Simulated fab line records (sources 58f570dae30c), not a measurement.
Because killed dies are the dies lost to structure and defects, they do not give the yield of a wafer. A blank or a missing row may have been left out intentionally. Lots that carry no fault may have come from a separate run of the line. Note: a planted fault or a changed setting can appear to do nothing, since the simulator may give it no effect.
Matching of chambers    flow berkeleyCmos170    3 sister chambers for UCB170_V1_CVD_00 on pecvd-03
The step deposits SiO2 from TEOS/O2, target thk 2000 nm, time 250 s. 6 wafers are shown with their chamber, then 7 later ones without.

WAFERS PAIRED WITH THEIR CHAMBERS
wafer   chamber  runLengthS (s)  heaterPowerW (W)
L877.3  0        277.8           193
L879.1  2        278.3           448
L880.1  0        278.2           285
L880.5  1        277.7           188
L883.3  1        277.4           200
L883.4  2        278.2           328

WAFERS WHOSE CHAMBER IS MISSING
wafer   runLengthS (s)  heaterPowerW (W)
L883.5  277.4           263
L884.1  277.8           209
L884.2  278.1           404
L884.4  278.3           285
L888.2  278.1           408
L888.3  277.9           277
L888.6  278.0           335

EACH ONE'S CHAMBER
wafer   from the rows above           in truth
L883.5  can't be placed: 1 or 0       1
L884.1  can't be placed: 0 or 1       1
L884.2  can't be placed: 2 or 0       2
L884.4  can't be placed: 0 or 2       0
L888.2  can't be placed: 2 or 0       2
L888.3  can't be placed: 0 or 1 or 2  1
L888.6  can't be placed: 2 or 0 or 1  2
0 of 7 placed correctly. Not placeable from these rows: 7 (in 7, the candidates include the true chamber). Wrongly placed: 0.
How it was worked out, from the rows above alone: a wafer's distance from a chamber is the root of the sum, over the readings, of the square of ((its reading less the chamber's mean) divided by the reading's scatter). If the next closest chamber is less than 2 further off than the closest, the wafer can't be placed; otherwise it belongs to the closest. Each chamber's mean is taken over the wafers shown for it. The scatter: the root of (the sum of the squares of (reading less its chamber's mean) over the shown wafers, divided by (wafers less chambers)).
